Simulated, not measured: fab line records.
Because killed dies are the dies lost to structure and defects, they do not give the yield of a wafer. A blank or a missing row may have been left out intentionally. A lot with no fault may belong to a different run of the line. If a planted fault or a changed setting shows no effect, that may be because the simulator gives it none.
What tool caused it? | flow rit_cmos | 42 wafers from 14 lots sampled at 4 of the route's 202 steps

## WHAT THE GAUGES READ, wafer by wafer
RIT_NWELL_OVL_MEAS_06. Usual: NWELL_OVL 0.0 nm, standard deviation 1.4.
lot  | measured    | on         | NWELL_OVL (nm) | flag
L954 | day 1 20:40 | overlay-01 | 1.2 0.7 2.0    |
L957 | day 2 11:43 | overlay-01 | 0.5 0.4 -2.0   |
L958 | day 2 17:57 | overlay-02 | 1.8 -0.9 0.6   |
L959 | day 2 21:35 | overlay-02 | 0.6 -0.4 -1.3  |
L961 | day 3 07:50 | overlay-02 | -1.8 -0.1 0.0  |
L962 | day 3 12:16 | overlay-01 | -0.7 2.1 1.2   |
L963 | day 3 18:26 | overlay-02 | -3.2 -1.6 -2.2 |
L964 | day 3 22:16 | overlay-01 | -0.9 0.0 -1.4  |
L965 | day 4 03:11 | overlay-01 | -0.9 -1.4 -1.9 |
L968 | day 4 19:29 | overlay-01 | -3.4 -1.9 -0.9 |
L969 | day 4 23:25 | overlay-01 | 0.2 0.1 0.1    |
L971 | day 5 10:50 | overlay-01 | 3.2 -0.2 2.7   |
L973 | day 5 19:29 | overlay-01 | 0.5 -1.8 -1.6  |
L976 | day 6 10:57 | overlay-02 | 0.3 0.7 -0.7   |

RIT_GATE_CD_MEAS_16: the cd target is 150 nm. Usual: cd_nm at 149.3 nm, with a standard deviation of 2.7.
lot  | measured    | on        | cd_nm (nm)        | flag
L954 | day 2 12:30 | cd_sem-01 | 151.9 151.9 151.5 |
L957 | day 3 03:46 | cd_sem-02 | 144.6 147.5 146.6 |
L958 | day 3 10:04 | cd_sem-01 | 151.9 151.3 150.7 |
L959 | day 3 13:35 | cd_sem-02 | 154.2 155.3 155.6 |
L961 | day 3 23:19 | cd_sem-01 | 150.7 149.4 149.8 |
L962 | day 4 04:31 | cd_sem-01 | 149.4 148.7 147.5 |
L963 | day 4 11:10 | cd_sem-01 | 145.8 148.0 148.6 |
L964 | day 4 14:05 | cd_sem-01 | 150.5 148.4 147.5 |
L965 | day 4 19:44 | cd_sem-01 | 147.9 147.9 146.6 |
L968 | day 5 10:56 | cd_sem-01 | 145.9 148.0 148.4 |
L969 | day 5 15:53 | cd_sem-02 | 145.8 148.7 149.7 |
L971 | day 6 02:25 | cd_sem-01 | 150.1 151.4 150.9 |
L973 | day 6 11:27 | cd_sem-02 | 150.9 148.7 149.9 |
L976 | day 7 02:27 | cd_sem-01 | 148.7 146.6 145.8 |

RIT_SDANNEAL_RS_MEAS_07: the measuring method here is four-point-probe. Usual: NLDD_RS 152.7 ohm/sq, standard deviation 0.54.
lot  | measured    | on            | NLDD_RS (ohm/sq)  | flag
L954 | day 3 02:47 | film_metro-01 | 153.5 153.0 152.6 |
L957 | day 3 16:42 | film_metro-02 | 152.5 152.4 152.8 |
L958 | day 3 23:07 | film_metro-04 | 152.8 153.2 152.8 |
L959 | day 4 03:34 | film_metro-04 | 152.2 151.9 152.2 |
L961 | day 4 12:25 | film_metro-01 | 153.5 153.3 152.8 |
L962 | day 4 19:27 | film_metro-04 | 152.5 152.9 152.7 |
L963 | day 5 00:16 | film_metro-01 | 152.0 152.2 152.1 |
L964 | day 5 03:16 | film_metro-02 | 151.7 152.0 151.6 |
L965 | day 5 08:50 | film_metro-04 | 152.8 151.6 152.1 |
L968 | day 6 00:20 | film_metro-04 | 153.4 152.8 153.0 |
L969 | day 6 05:04 | film_metro-04 | 153.4 153.3 152.7 |
L971 | day 6 15:46 | film_metro-04 | 152.7 153.2 152.8 |
L973 | day 7 00:28 | film_metro-04 | 151.9 152.2 151.8 |
L976 | day 7 16:01 | film_metro-01 | 153.0 152.8 152.7 |

## TOOL THAT RAN EACH LOT (tool first, then ch and the chambers of the sampled wafers, then the start)
lot  | RIT_PWELL_STRIP_09
L954 | plasma_asher-01 ch 0,1, day 1 22:50
L957 | plasma_asher-02 ch 0,1, day 2 13:42
L958 | plasma_asher-01 ch 0,1, day 2 20:03
L959 | plasma_asher-01 ch 0,1, day 2 23:41
L961 | plasma_asher-03 ch 0,1, day 3 10:03
L962 | plasma_asher-01 ch 0,1, day 3 14:15
L963 | plasma_asher-02 ch 0,1, day 3 20:35
L964 | plasma_asher-01 ch 1, day 4 00:14
L965 | plasma_asher-02 ch 0,1, day 4 05:14
L968 | plasma_asher-02 ch 0,1, day 4 21:28
L969 | plasma_asher-03 ch 0,1, day 5 01:42
L971 | plasma_asher-02 ch 0,1, day 5 12:52
L973 | plasma_asher-01 ch 0,1, day 5 21:54
L976 | plasma_asher-03 ch 0,1, day 6 13:02
- RIT_PWELL_STRIP_09: strips in O2, time 180 s.

## WHAT THE TOOLS THEMSELVES READ (means of the sampled wafers that have a number; where no wafer has one, the mark that the record gives instead)
RIT_PWELL_STRIP_09. Usual: drypump_motor_current_A at 5.5 A, with a standard deviation of 0.5.
lot  | tool            | drypump_motor_current_A (A) | flag
L954 | plasma_asher-01 | 5.9                         |
L957 | plasma_asher-02 | 5.2                         |
L958 | plasma_asher-01 | 5.6                         |
L959 | plasma_asher-01 | 5.9                         |
L961 | plasma_asher-03 | 5.7                         |
L962 | plasma_asher-01 | 5.6                         |
L963 | plasma_asher-02 | 5.2                         |
L964 | plasma_asher-01 | 5.2                         |
L965 | plasma_asher-02 | 5.0                         |
L968 | plasma_asher-02 | 5.0                         |
L969 | plasma_asher-03 | 5.8                         |
L971 | plasma_asher-02 | 5.2                         |
L973 | plasma_asher-01 | 5.9                         |
L976 | plasma_asher-03 | 5.7                         |

## THE ANSWER, worked out from the rows above alone
Rule: take the mean of a lot's wafers that have a number; if it is more than 3 standard deviations from the usual mean, the lot is off. A lot without any number at a reading at which 4 lots or more have one is off too. Any other lot the step has rows for is counted as sound. After the gauges, taken in route order, come the tools' own readings; for these a lot's mean is taken, as printed above. The first step at which some lot is off is used, and at that step the reading that is off furthest; a lot without a number counts as furthest.
Nothing can be told from this: no lot is off at any reading shown.

## WHAT THE SIMULATOR HAD PUT IN
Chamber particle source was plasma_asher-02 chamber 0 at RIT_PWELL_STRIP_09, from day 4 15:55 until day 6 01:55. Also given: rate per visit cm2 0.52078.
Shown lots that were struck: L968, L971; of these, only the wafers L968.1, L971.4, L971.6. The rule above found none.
